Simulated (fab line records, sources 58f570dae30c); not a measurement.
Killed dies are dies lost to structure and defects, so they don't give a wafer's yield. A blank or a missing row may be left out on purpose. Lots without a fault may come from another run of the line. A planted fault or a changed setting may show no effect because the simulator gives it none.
A struck lot beside a sound one | flow berkeley_cmos170 | 6 steps out of a route of 331
Sound: wafers L705.2, L705.4, L705.5. Struck: wafers L692.4, L692.5, L692.6. The cause comes at the end.
At each step with rows: each side's tool, then ch and its chambers, then its first start. Under that, the readings that differ: sound wafers | struck wafers | difference of the means | sigmas: that difference in standard deviations of wafers without a fault.
alike: readings whose means differ by less than 2 such deviations, and words and numbers that are the same on both sides. not compared: withheld readings, readings that some wafer has no value for, bounds like >300 that may hide the same value, and numbers for which the record gives no deviation and whose values overlap.
The two part at a step that has a row with sigmas, a row that says differs or no value, or rows on one side only. Numbers that don't overlap but have no deviation are shown without sigmas and don't part them. A reading that every wafer of one side lacks parts them only if that side has two wafers or more.

UCB170_START_BOW_MEAS_00:
  sound on film_metro-01, day 5 04:01; struck on film_metro-04, day 2 11:10
  alike: INCOMING_BOW
then, 1 step without rows for these wafers: UCB170_START_CLEAN_01 (cleans in dHF, time 60 s).
UCB170_START_OXIDATION_02: target thk 20 nm, ox time 1800 s.
  sound on furnace-02 ch 0, day 5 07:50; struck on furnace-04 ch 0, day 2 21:08
  alike: spike_tc_centre_C
UCB170_START_THK_MEAS_03:
  sound on film_metro-01, day 5 09:20; struck on film_metro-01, day 2 22:44
  reading              | sound          | struck         | difference | sigmas
  START_OXIDE_THK (nm) | 20.4 20.0 20.0 | 31.4 31.6 30.7 | +11.1      | +30
then, 1 step without rows for these wafers: UCB170_START_ANNEAL_04 (time 1200 s).
-- the record jumps here: 7 days lie between the struck wafers' starts before and after (it left off in module START and takes up again in module M3, whose first step shown is number 331 of the route) --
UCB170_M3_PROBE_99:
  the record has rows for the struck wafers here (prober-02, day 9 23:30) and none for the sound ones

WHERE THEY PART
First at UCB170_START_THK_MEAS_03; last, within this record, at UCB170_M3_PROBE_99.

WHY: what the simulator had put in
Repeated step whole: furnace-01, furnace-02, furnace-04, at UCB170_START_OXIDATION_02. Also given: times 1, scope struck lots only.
